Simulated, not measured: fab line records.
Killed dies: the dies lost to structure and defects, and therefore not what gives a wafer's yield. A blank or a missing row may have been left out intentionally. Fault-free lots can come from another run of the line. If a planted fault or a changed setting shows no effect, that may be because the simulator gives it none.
Matching of chambers | flow berkeleyCmos170 | UCB170_V2_CMP_02 on cmp-01: 4 sister chambers
The step polishes SiO2. 14 wafers are shown with their chamber, then 7 later ones without.

## EACH WAFER AND ITS CHAMBER
wafer  | chamber | motorCurrentA (A)
L150.1 | 1       | 13.8
L150.2 | 0       | 18.5
L150.6 | 2       | 16.8
L152.1 | 2       | 17.0
L152.3 | 1       | 14.5
L152.6 | 2       | 17.4
L160.2 | 2       | 17.4
L160.3 | 1       | 15.4
L160.6 | 1       | 13.7
L166.2 | 1       | 14.6
L166.3 | 0       | 19.4
L166.4 | 3       | 17.8
L168.1 | 0       | 18.4
L168.3 | 3       | 18.4

SIGNATURES (means of the wafers above)
reading       | chamber 0 | chamber 1 | chamber 2 | chamber 3 | scatter within a chamber
motorCurrentA | 18.767    | 14.400    | 17.150    | 18.100    | 0.544
Rule: distance of a wafer from a chamber = root of the sum over the readings of ((wafer's reading minus chamber's mean) / reading's scatter) squared. If the next closest chamber is less than 2 further off than the closest, the wafer can't be placed; otherwise it belongs to the closest. The scatter is the square root of a quotient: the sum, over the shown wafers, of each reading's squared deviation from its chamber's mean, divided by wafers minus chambers.

## WAFERS MISSING THEIR CHAMBER
wafer  | motorCurrentA (A)
L168.4 | 14.3
L170.1 | 17.6
L170.2 | 18.8
L170.4 | 19.2
L172.2 | 19.1
L172.5 | 18.3
L172.6 | 16.3

## WHICH CHAMBER EACH WENT THROUGH
wafer  | from the rows above          | in truth
L168.4 | 1                            | 1
L170.1 | can't be placed: 2 or 3 or 0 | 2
L170.2 | can't be placed: 0 or 3      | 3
L170.4 | can't be placed: 0 or 3      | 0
L172.2 | can't be placed: 0 or 3      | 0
L172.5 | can't be placed: 3 or 0 or 2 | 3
L172.6 | can't be placed: 2 or 3 or 1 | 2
Correctly placed: 1 of 7. These rows do not allow placing 6 (true chamber among the candidates in 6). Placed wrongly: 0.
